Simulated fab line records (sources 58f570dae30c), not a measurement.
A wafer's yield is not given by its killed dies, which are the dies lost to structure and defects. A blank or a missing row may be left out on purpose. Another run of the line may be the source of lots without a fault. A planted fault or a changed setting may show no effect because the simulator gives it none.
Which tool did it? / flow berkeley cmos170 / 42 wafers from 14 lots sampled at 2 of the route's 331 steps

## WHAT THE GAUGES SHOWED, per wafer
UCB170_SDANNEAL_RS_MEAS_02: uses a four-point probe to measure. Usual: PSD_RS gives 75.58 ohm/sq (standard deviation 0.29).
lot=L751; measured=day 6 16:53; on=film metro-04; PSD_RS (ohm/sq)=75.78 75.76 75.54; flag=
lot=L752; measured=day 6 23:40; on=film metro-04; PSD_RS (ohm/sq)=75.31 75.45 75.50; flag=
lot=L754; measured=day 7 13:50; on=film metro-02; PSD_RS (ohm/sq)=75.18 75.36 75.21; flag=
lot=L755; measured=day 7 13:53; on=film metro-01; PSD_RS (ohm/sq)=75.31 75.27 75.15; flag=
lot=L753; measured=day 7 14:12; on=film metro-04; PSD_RS (ohm/sq)=75.07 74.91 75.29; flag=
lot=L756; measured=day 7 14:22; on=film metro-01; PSD_RS (ohm/sq)=75.53 75.39 75.38; flag=
lot=L757; measured=day 8 06:41; on=film metro-01; PSD_RS (ohm/sq)=75.18 75.36 75.52; flag=
lot=L761; measured=day 8 16:03; on=film metro-04; PSD_RS (ohm/sq)=76.13 75.83 75.92; flag=
lot=L764; measured=day 9 07:31; on=film metro-01; PSD_RS (ohm/sq)=75.42 75.37 75.30; flag=
lot=L767; measured=day 9 21:16; on=film metro-01; PSD_RS (ohm/sq)=75.59 75.46 75.08; flag=
lot=L768; measured=day 10 05:01; on=film metro-01; PSD_RS (ohm/sq)=75.34 75.32 75.22; flag=
lot=L771; measured=day 10 18:38; on=film metro-02; PSD_RS (ohm/sq)=76.01 75.68 76.27; flag=
lot=L772; measured=day 10 19:01; on=film metro-04; PSD_RS (ohm/sq)=75.62 75.92 75.80; flag=
lot=L773; measured=day 11 08:47; on=film metro-02; PSD_RS (ohm/sq)=75.74 75.45 75.93; flag=

UCB170_CONTACT_OVL_MEAS_16. Usual: CONTACT_OVL gives 6 nm (standard deviation 6.3).
lot=L751; measured=day 6 22:10; on=overlay-01; CONTACT_OVL (nm)=3 9 4; flag=
lot=L752; measured=day 7 04:32; on=overlay-01; CONTACT_OVL (nm)=15 13 13; flag=
lot=L754; measured=day 7 18:38; on=overlay-02; CONTACT_OVL (nm)=6 2 17; flag=
lot=L755; measured=day 7 18:53; on=overlay-01; CONTACT_OVL (nm)=8 13 6; flag=
lot=L753; measured=day 7 21:39; on=overlay-01; CONTACT_OVL (nm)=0 -2 1; flag=
lot=L756; measured=day 7 22:15; on=overlay-02; CONTACT_OVL (nm)=2 11 7; flag=
lot=L757; measured=day 8 14:21; on=overlay-01; CONTACT_OVL (nm)=13 5 5; flag=
lot=L761; measured=day 8 20:47; on=overlay-01; CONTACT_OVL (nm)=5 9 2; flag=
lot=L764; measured=day 9 15:35; on=overlay-01; CONTACT_OVL (nm)=6 10 14; flag=
lot=L767; measured=day 10 02:11; on=overlay-02; CONTACT_OVL (nm)=8 15 17; flag=
lot=L768; measured=day 10 10:54; on=overlay-01; CONTACT_OVL (nm)=6 11 10; flag=
lot=L771; measured=day 10 23:14; on=overlay-01; CONTACT_OVL (nm)=-3 5 2; flag=
lot=L772; measured=day 11 01:01; on=overlay-01; CONTACT_OVL (nm)=-9 -2 -4; flag=
lot=L773; measured=day 11 15:14; on=overlay-02; CONTACT_OVL (nm)=0 -8 -11; flag=

## EACH LOT AND THE TOOL THAT RAN IT (in order: tool; ch and the chambers of the sampled wafers; start)
There is no process step in the record ahead of these readings.

## AS READ BY THE TOOLS THEMSELVES (means over the sampled wafers that have a number; for cases with no such wafer, the mark the record gives instead)
The record holds no such reading with a usual standard deviation.

## THE ANSWER, worked out from the rows above alone
Rule: a lot is off if the mean of its wafers that have a number lies more than 3 standard deviations from the usual mean. Also off: a lot with no number at a reading for which 4 or more lots have one. Any other lot the step has rows for is counted as sound. First the gauges in route order, then the tools' own readings, where a lot's mean is used as printed above. The first step at which some lot is off is used, and at that step the reading that is off furthest; a lot without a number counts as furthest.
No lot is off on any of the readings shown, so nothing can be concluded from this.

## WHAT THE SIMULATOR HAD INSERTED
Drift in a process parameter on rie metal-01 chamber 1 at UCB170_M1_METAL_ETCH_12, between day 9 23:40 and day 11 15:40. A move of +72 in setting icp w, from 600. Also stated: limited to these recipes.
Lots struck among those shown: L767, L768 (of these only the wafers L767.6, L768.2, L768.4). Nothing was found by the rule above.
